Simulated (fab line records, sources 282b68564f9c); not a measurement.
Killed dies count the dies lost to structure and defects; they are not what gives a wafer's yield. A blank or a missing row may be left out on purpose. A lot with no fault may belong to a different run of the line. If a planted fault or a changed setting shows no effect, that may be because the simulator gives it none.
Which tool did it? + flow rit_cmos + 14 lots with 42 wafers sampled at 6 steps, on a route of 202 steps

== WHAT THE GAUGES READ, wafer by wafer ==
RIT_FOX2_THK_MEAS_90. Usual: FIELD_OXIDE_LEFT_1_THK gives 320 nm (standard deviation 5.5).
| lot  | measured    | on            | FIELD_OXIDE_LEFT_1_THK (nm) | flag |
|------|-------------|---------------|-----------------------------|------|
| L759 | day 2 16:53 | film_metro-03 | 314 315 317                 |      |
| L760 | day 2 22:27 | film_metro-02 | 317 314 311                 |      |
| L761 | day 3 01:24 | film_metro-04 | 325 326 324                 |      |
| L763 | day 3 13:08 | film_metro-03 | 317 316 315                 |      |
| L764 | day 3 17:41 | film_metro-04 | 319 319 321                 |      |
| L767 | day 4 07:19 | film_metro-03 | 319 312 317                 |      |
| L768 | day 4 12:37 | film_metro-02 | 313 317 317                 |      |
| L769 | day 4 18:20 | film_metro-03 | 327 326 325                 |      |
| L770 | day 4 23:43 | film_metro-02 | 321 330 329                 |      |
| L771 | day 5 03:49 | film_metro-02 | 322 319 323                 |      |
| L773 | day 5 14:24 | film_metro-02 | 321 319 321                 |      |
| L775 | day 5 23:46 | film_metro-02 | 324 315 324                 |      |
| L776 | day 6 04:15 | film_metro-04 | 323 332 333                 |      |
| L777 | day 6 11:04 | film_metro-02 | 330 328 328                 |      |

RIT_NWELL_TW_MEAS_10. Usual: NWELL_TW gives 2145 (standard deviation 10).
| lot  | measured    | on            | NWELL_TW       | flag |
|------|-------------|---------------|----------------|------|
| L759 | day 2 18:34 | film_metro-02 | 2145 2127 2147 |      |
| L760 | day 3 00:08 | film_metro-01 | 2155 2178 2160 |      |
| L761 | day 3 03:06 | film_metro-03 | 2045 2032 2033 | OFF  |
| L763 | day 3 14:41 | film_metro-03 | 2124 2129 2133 |      |
| L764 | day 3 19:46 | film_metro-02 | 2042 2046 2042 | OFF  |
| L767 | day 4 08:52 | film_metro-02 | 2136 2146 2139 |      |
| L768 | day 4 14:10 | film_metro-02 | 2139 2136 2148 |      |
| L769 | day 4 19:53 | film_metro-02 | 2139 2140 2151 |      |
| L770 | day 5 01:16 | film_metro-02 | 2148 2154 2141 |      |
| L771 | day 5 05:23 | film_metro-01 | 2144 2142 2160 |      |
| L773 | day 5 15:58 | film_metro-01 | 2131 2149 2150 |      |
| L775 | day 6 01:19 | film_metro-02 | 2142 2145 2141 |      |
| L776 | day 6 05:56 | film_metro-01 | 2154 2158 2159 |      |
| L777 | day 6 12:37 | film_metro-03 | 2141 2142 2156 |      |

RIT_WELLDRIVE_RS_MEAS_01: uses a four-point probe to measure. Usual: NWELL_RS gives 275.8 ohm/sq (standard deviation 0.76).
| lot  | measured    | on            | NWELL_RS (ohm/sq) | flag |
|------|-------------|---------------|-------------------|------|
| L759 | day 3 01:17 | film_metro-03 | 275.7 276.2 275.8 |      |
| L760 | day 3 06:50 | film_metro-02 | 276.4 275.2 276.1 |      |
| L761 | day 3 09:57 | film_metro-02 | 301.1 301.6 300.6 | OFF  |
| L763 | day 3 21:22 | film_metro-02 | 277.0 276.8 277.8 |      |
| L764 | day 4 02:35 | film_metro-02 | 302.9 301.6 302.8 | OFF  |
| L767 | day 4 16:32 | film_metro-02 | 276.4 277.0 276.4 |      |
| L768 | day 4 21:00 | film_metro-01 | 276.6 275.7 276.3 |      |
| L769 | day 5 02:39 | film_metro-02 | 275.3 275.0 275.7 |      |
| L770 | day 5 08:06 | film_metro-02 | 276.9 275.0 275.6 |      |
| L771 | day 5 12:28 | film_metro-02 | 275.1 276.5 276.0 |      |
| L773 | day 5 23:02 | film_metro-01 | 277.0 275.9 276.4 |      |
| L775 | day 6 08:08 | film_metro-01 | 277.5 276.3 276.3 |      |
| L776 | day 6 12:56 | film_metro-02 | 275.4 275.6 275.4 |      |
| L777 | day 6 19:26 | film_metro-02 | 274.6 275.0 275.1 |      |

RIT_M1_RS_MEAS_01: uses a four-point probe to measure. Usual: M1_AL_RS gives 0.0748 ohm/sq (standard deviation 0.0011).
| lot  | measured    | on            | M1_AL_RS (ohm/sq)    | flag |
|------|-------------|---------------|----------------------|------|
| L759 | day 4 06:37 | film_metro-01 | 0.0767 0.0766 0.0770 |      |
| L760 | day 4 07:43 | film_metro-04 | 0.0723 0.0739 0.0741 |      |
| L761 | day 4 11:13 | film_metro-01 | 0.0757 0.0750 0.0753 |      |
| L763 | day 4 21:59 | film_metro-01 | 0.0741 0.0747 0.0741 |      |
| L764 | day 5 04:44 | film_metro-01 | 0.0745 0.0744 0.0739 |      |
| L767 | day 5 19:01 | film_metro-01 | 0.0735 0.0745 0.0725 |      |
| L768 | day 5 23:32 | film_metro-04 | 0.0747 0.0757 0.0754 |      |
| L769 | day 6 04:49 | film_metro-01 | 0.0751 0.0745 0.0739 |      |
| L770 | day 6 08:25 | film_metro-04 | 0.0756 0.0751 0.0762 |      |
| L771 | day 6 14:08 | film_metro-04 | 0.0757 0.0733 0.0740 |      |
| L773 | day 6 23:47 | film_metro-01 | 0.0763 0.0749 0.0740 |      |
| L775 | day 7 09:28 | film_metro-01 | 0.0756 0.0759 0.0764 |      |
| L776 | day 8 02:01 | film_metro-03 | 0.0741 0.0741 0.0744 |      |
| L777 | day 8 07:52 | film_metro-01 | 0.0755 0.0749 0.0745 |      |

RIT_M1_OVL_MEAS_10. Usual: M1_OVL gives -1.0 nm (standard deviation 1.7).
| lot  | measured    | on         | M1_OVL (nm)    | flag |
|------|-------------|------------|----------------|------|
| L759 | day 4 07:49 | overlay-01 | -1.4 -3.0 -3.2 |      |
| L760 | day 4 08:52 | overlay-01 | -0.4 -2.2 -1.1 |      |
| L761 | day 4 12:26 | overlay-02 | -0.5 -4.1 -2.0 |      |
| L763 | day 4 23:17 | overlay-01 | -2.0 -3.2 -1.0 |      |
| L764 | day 5 06:02 | overlay-01 | -0.4 1.6 -0.5  |      |
| L767 | day 5 20:12 | overlay-01 | 1.4 1.0 1.2    |      |
| L768 | day 6 00:41 | overlay-01 | 0.2 -0.8 1.0   |      |
| L769 | day 6 06:07 | overlay-01 | -1.7 -0.1 -0.7 |      |
| L770 | day 6 09:45 | overlay-01 | -0.8 0.8 0.5   |      |
| L771 | day 6 15:26 | overlay-01 | -3.3 -4.5 -5.0 |      |
| L773 | day 7 01:03 | overlay-02 | -0.7 -2.3 -0.9 |      |
| L775 | day 7 19:16 | overlay-02 | 0.9 -0.3 0.5   |      |
| L776 | day 8 03:17 | overlay-02 | -0.5 -1.0 0.8  |      |
| L777 | day 8 09:03 | overlay-01 | 0.0 -0.6 -0.2  |      |

== EACH LOT AND THE TOOL THAT RAN IT (in order: tool; ch and the chambers of the sampled wafers; start) ==
| lot  | RIT_NWELL_IMPLANT_08           |
|------|--------------------------------|
| L759 | implanter-04 ch 0, day 2 18:16 |
| L760 | implanter-04 ch 0, day 2 23:50 |
| L761 | implanter-04 ch 0, day 3 02:47 |
| L763 | implanter-02 ch 0, day 3 14:21 |
| L764 | implanter-04 ch 0, day 3 19:27 |
| L767 | implanter-02 ch 0, day 4 08:32 |
| L768 | implanter-02 ch 0, day 4 13:52 |
| L769 | implanter-02 ch 0, day 4 19:35 |
| L770 | implanter-02 ch 0, day 5 00:58 |
| L771 | implanter-02 ch 0, day 5 05:04 |
| L773 | implanter-02 ch 0, day 5 15:40 |
| L775 | implanter-04 ch 0, day 6 00:59 |
| L776 | implanter-04 ch 0, day 6 05:36 |
| L777 | implanter-04 ch 0, day 6 12:17 |
- RIT_NWELL_IMPLANT_08

== AS READ BY THE TOOLS THEMSELVES (means over the sampled wafers that have a number; for cases with no such wafer, the mark the record gives instead) ==
RIT_NWELL_IMPLANT_08. Usual: dose_ions_cm2 5e+13, standard deviation 5.8e+10; faraday_current_uA 158, standard deviation 3.1.
| lot  | tool         | dose_ions_cm2 | faraday_current_uA | flag |
|------|--------------|---------------|--------------------|------|
| L759 | implanter-04 | 5e+13         | 154                |      |
| L760 | implanter-04 | 5e+13         | 157                |      |
| L761 | implanter-04 | 4e+13         | 137                | OFF  |
| L763 | implanter-02 | 5e+13         | 156                |      |
| L764 | implanter-04 | 4e+13         | 138                | OFF  |
| L767 | implanter-02 | 5e+13         | 158                |      |
| L768 | implanter-02 | 5e+13         | 159                |      |
| L769 | implanter-02 | 5e+13         | 158                |      |
| L770 | implanter-02 | 5e+13         | 157                |      |
| L771 | implanter-02 | 5e+13         | 159                |      |
| L773 | implanter-02 | 5e+13         | 157                |      |
| L775 | implanter-04 | 5e+13         | 158                |      |
| L776 | implanter-04 | 5e+13         | 160                |      |
| L777 | implanter-04 | 5e+13         | 161                |      |

== THE ANSWER, worked out from the rows above alone ==
Rule: a lot is off if the mean of its wafers that have a number lies more than 3 standard deviations from the usual mean. A lot without any number at a reading at which 4 lots or more have one is off too. All remaining lots with rows at the step are treated as sound. After the gauges, taken in route order, come the tools' own readings; for these a lot's mean is taken, as printed above. At the first step where some lot is off, the reading lying furthest off is the one used; lots without a number count as furthest.
Off: L761, L764, seen at RIT_NWELL_TW_MEAS_10 (NWELL_TW).
A tool fits if, at a process step before that reading, it ran every lot that is off, and no sound lot after the first of them. The gauges at RIT_NWELL_TW_MEAS_10 aren't tried: what is off there is off at RIT_NWELL_IMPLANT_08 too, on other tools, and a gauge's error can't cause that. None of those tried fits.

== WHAT HAD BEEN PUT IN BY THE SIMULATOR ==
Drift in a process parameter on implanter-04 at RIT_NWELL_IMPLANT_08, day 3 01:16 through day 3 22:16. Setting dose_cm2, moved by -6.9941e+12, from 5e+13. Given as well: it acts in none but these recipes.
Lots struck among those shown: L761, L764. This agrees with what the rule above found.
